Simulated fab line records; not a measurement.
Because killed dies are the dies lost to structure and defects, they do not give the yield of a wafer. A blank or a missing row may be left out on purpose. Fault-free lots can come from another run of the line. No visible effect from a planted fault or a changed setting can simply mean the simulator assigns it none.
A lot that was struck, set against a sound lot || flow rit-cmos || 46 out of 202 route steps
Sound: the wafers L328.1, L328.2, L328.6. Wafers L327.1, L327.3, L327.6 were the ones struck. At the end, the cause is stated.
Per side, at each step with rows, come the tool, then ch with its chambers, and then its first start. Under that, the readings that differ: sound wafers || struck wafers || difference of the means || sigmas: that difference in standard deviations of wafers without a fault.
alike: same words and numbers on both sides, and readings whose means sit less than 2 such deviations apart. not compared: any withheld reading, any reading some wafer has no value for, any bound like >300 that may hide the same value, and any number with overlapping values for which the record gives no deviation.
A row with sigmas, a row that says differs or no value, or rows on one side alone: a step with any of these is where the two part. Numbers that don't overlap but have no deviation are shown without sigmas and don't part them. A reading that every wafer of one side lacks parts them only if that side has two wafers or more.

first, 1 step without rows for these wafers: RIT_ACTIVE_HARDBAKE_12 (time 60 s).
RIT_ACTIVE_ETCH_13: etches Si3N4 in SF6, stops on SiO2, time 210 s, target depth 210 nm.
  sound on rie-diel-02 ch 1,2, day 4 12:50; struck on rie-diel-04 ch 0,1,2, day 4 10:57
{"reading": "oes-product-au (a.u.)", "sound": "0.842 0.841 0.837", "struck": "0.815 0.813 0.802", "difference": -0.030, "sigmas": -2}
  alike: drypump-motor-current-A, throttle-valve-pct
  not compared: rf-hours-counter-h
RIT_ACTIVE_STRIP_14: strips in O2, time 180 s.
  sound on plasma-asher-04 ch 0,1, day 4 12:58; struck on plasma-asher-04 ch 1, day 4 11:05
  alike: drypump-motor-current-A
  not compared: rf-hours-counter-h
RIT_ACTIVE_CD_MEAS_90: target cd 1400 nm.
  struck on cd-sem-02, day 4 11:16; sound on cd-sem-02, day 4 13:08
  alike: cd-nm
then, 4 steps without rows for these wafers: RIT_ACTIVE_CLEAN_15 (cleans in SC1, time 600 s); RIT_ACTIVE_CLEAN_16 (cleans in dHF, time 30 s); RIT_ACTIVE_CLEAN_17 (cleans in SC2, time 600 s); RIT_FOX1_OXIDATION_00 (target thk 350.7 nm, ox time 1130 s).
RIT_FOX1_THK_MEAS_01:
  struck on film-metro-02, day 4 13:04; sound on film-metro-03, day 4 18:14
  alike: FOX1_OXIDE_THK
then, 2 steps without rows for these wafers: RIT_FOX1_WET_ETCH_02 (etches SiO2 in BOE, target depth 350 nm, time 390 s); RIT_FOX2_OXIDATION_00 (target thk 350.7 nm, ox time 1130 s).
RIT_FOX2_THK_MEAS_01:
  struck on film-metro-01, day 4 16:55; sound on film-metro-03, day 4 20:04
  alike: FOX2_OXIDE_THK
RIT_FOX2_CLEAN_02: cleans in dHF, time 180 s.
  sound on wet-bench-04 ch 1, day 4 20:08; struck on wet-bench-02 ch 1, day 4 16:59
{"reading": "run-length-s (s)", "sound": "210.7 210.7 210.7", "struck": "51.0 51.0 51.0", "difference": -159.7, "sigmas": -64}
{"reading": "model.SiO2_of_FOX2_OXIDATION_00.thk-nm (nm)", "sound": "340 341.6 340.5", "struck": "356.4 354.8 360.7", "difference": "+16.6", "sigmas": ""}
then, 1 step without rows for these wafers: RIT_FOX2_WET_ETCH_03 (etches Si3N4 in H3PO4, target depth 195 nm, time 2700 s).
RIT_FOX2_THK_MEAS_90:
  struck on film-metro-01, day 4 17:48; sound on film-metro-04, day 4 20:57
{"reading": "FIELD_OXIDE_LEFT_1_THK (nm)", "sound": "329 331 330", "struck": "345 344 350", "difference": "+16", "sigmas": "+3"}
then, 6 steps without rows for these wafers: RIT_NWELL_HMDS_00 (prime time 60 s); RIT_NWELL_COAT_01 (resist thk 1300 nm); RIT_NWELL_SOFTBAKE_02 (time 60 s); RIT_NWELL_EXPOSE_03 (exposes mask M2, target cd 43900 nm); RIT_NWELL_PEB_04; RIT_NWELL_DEVELOP_05 (develop time 68 s).
RIT_NWELL_OVL_MEAS_06:
  struck on overlay-01, day 4 18:52; sound on overlay-01, day 4 21:53
  alike: NWELL_OVL
then, 2 steps without rows for these wafers: RIT_NWELL_HARDBAKE_07 (time 120 s); RIT_NWELL_IMPLANT_08.
RIT_NWELL_STRIP_09: strips in O2, time 180 s.
  sound on plasma-asher-01 ch 0,1, day 4 22:20; struck on plasma-asher-02 ch 0, day 4 19:18
  alike: drypump-motor-current-A
  not compared: rf-hours-counter-h
RIT_NWELL_TW_MEAS_10:
  struck on film-metro-04, day 4 19:29; sound on film-metro-04, day 4 22:31
  alike: NWELL_TW
then, 6 steps without rows for these wafers: RIT_PWELL_HMDS_00 (prime time 60 s); RIT_PWELL_COAT_01 (resist thk 1286 nm); RIT_PWELL_SOFTBAKE_02 (time 60 s); RIT_PWELL_EXPOSE_03 (exposes mask M3, target cd 43700 nm); RIT_PWELL_PEB_04; RIT_PWELL_DEVELOP_05 (develop time 68 s).
RIT_PWELL_OVL_MEAS_06:
  struck on overlay-01, day 4 20:38; sound on overlay-01, day 4 23:38
  alike: PWELL_OVL
then, 2 steps without rows for these wafers: RIT_PWELL_HARDBAKE_07 (time 120 s); RIT_PWELL_IMPLANT_08.
RIT_PWELL_STRIP_09: strips in O2, time 180 s.
  sound on plasma-asher-04 ch 0,1, day 5 00:04; struck on plasma-asher-01 ch 0, day 4 21:04
  alike: drypump-motor-current-A
  not compared: rf-hours-counter-h
RIT_PWELL_TW_MEAS_10:
  struck on film-metro-02, day 4 21:14; sound on film-metro-04, day 5 00:14
  alike: PWELL_TW
then, 1 step without rows for these wafers: RIT_WELLDRIVE_ANNEAL_00 (time 14700 s).
RIT_WELLDRIVE_RS_MEAS_01: uses a four-point probe to measure.
  struck on film-metro-03, day 5 02:23; sound on film-metro-03, day 5 06:06
  alike: NWELL_RS
RIT_WELLDRIVE_RS_MEAS_02: uses a four-point probe to measure.
  struck on film-metro-03, day 5 02:31; sound on film-metro-03, day 5 06:13
  alike: PWELL_RS
then, 2 steps without rows for these wafers: RIT_NRETRO_HMDS_00 (prime time 60 s); RIT_NRETRO_COAT_01 (resist thk 1300 nm).
RIT_SILICIDE_WET_ETCH_00: etches SiO2 in BOE, target depth 14 nm, time 15 s.
  sound on wet-bench-02 ch 1, day 6 06:10; struck on wet-bench-02 ch 2, day 5 23:56
{"reading": "model.SiO2_of_FOX2_OXIDATION_00.thk-nm (nm)", "sound": "154.8 157 155", "struck": "171.8 169.5 174.3", "difference": "+16.3", "sigmas": ""}
RIT_CONTACT_DEVELOP_07: develop time 114.2 s.
  sound: litho-track-04 ch 0; struck: litho-track-01 ch 0
{"reading": "model.CONTACT.cd-nm (nm)", "sound": "1001 1001 1001", "struck": "998 996.8 997.9", "difference": -3, "sigmas": ""}
RIT_CONTACT_ETCH_11: etches SiO2 in CHF3/CF4/Ar, stops on TiSi2, target depth 480 nm, time 320 s.
  sound on rie-diel-02 ch 1,2,3, day 6 08:04; struck on rie-diel-04 ch 2,3, day 6 01:57
{"reading": "model.CONTACT.cd-nm (nm)", "sound": "1001 1001 1001", "struck": "997.9 997.3 997.7", "difference": -3.4, "sigmas": ""}
  alike: drypump-motor-current-A, oes-product-au, throttle-valve-pct
  not compared: rf-hours-counter-h
RIT_M1_PROBE_99:
  struck on prober-01, day 6 06:59; sound on prober-02, day 6 12:55
{"reading": "model.etest.contact-to-gate.bv-right-v (V)", "sound": "90.42 91.17 91.15", "struck": "92.64 93.47 93.84", "difference": "+2.40", "sigmas": ""}
{"reading": "model.etest.contact-to-gate.bv-left-v (V)", "sound": "89.17 89.73 88.65", "struck": "94.08 93 91.75", "difference": "+3.76", "sigmas": ""}
{"reading": "model.etest.field-n.vt-v (V)", "sound": "35.59 35.78 35.64", "struck": "37.86 37.71 38.44", "difference": "+2.33", "sigmas": ""}

## WHERE THEY PART
First at RIT_ACTIVE_ETCH_13; last, within this record, at RIT_FOX2_THK_MEAS_90. Later steps at which nothing parts them and some readings are alike: RIT_NWELL_OVL_MEAS_06, RIT_NWELL_STRIP_09, RIT_NWELL_TW_MEAS_10, RIT_PWELL_OVL_MEAS_06, RIT_PWELL_STRIP_09, RIT_PWELL_TW_MEAS_10, RIT_WELLDRIVE_RS_MEAS_01, RIT_WELLDRIVE_RS_MEAS_02, RIT_CONTACT_ETCH_11.

WHY: what had been put in by the simulator
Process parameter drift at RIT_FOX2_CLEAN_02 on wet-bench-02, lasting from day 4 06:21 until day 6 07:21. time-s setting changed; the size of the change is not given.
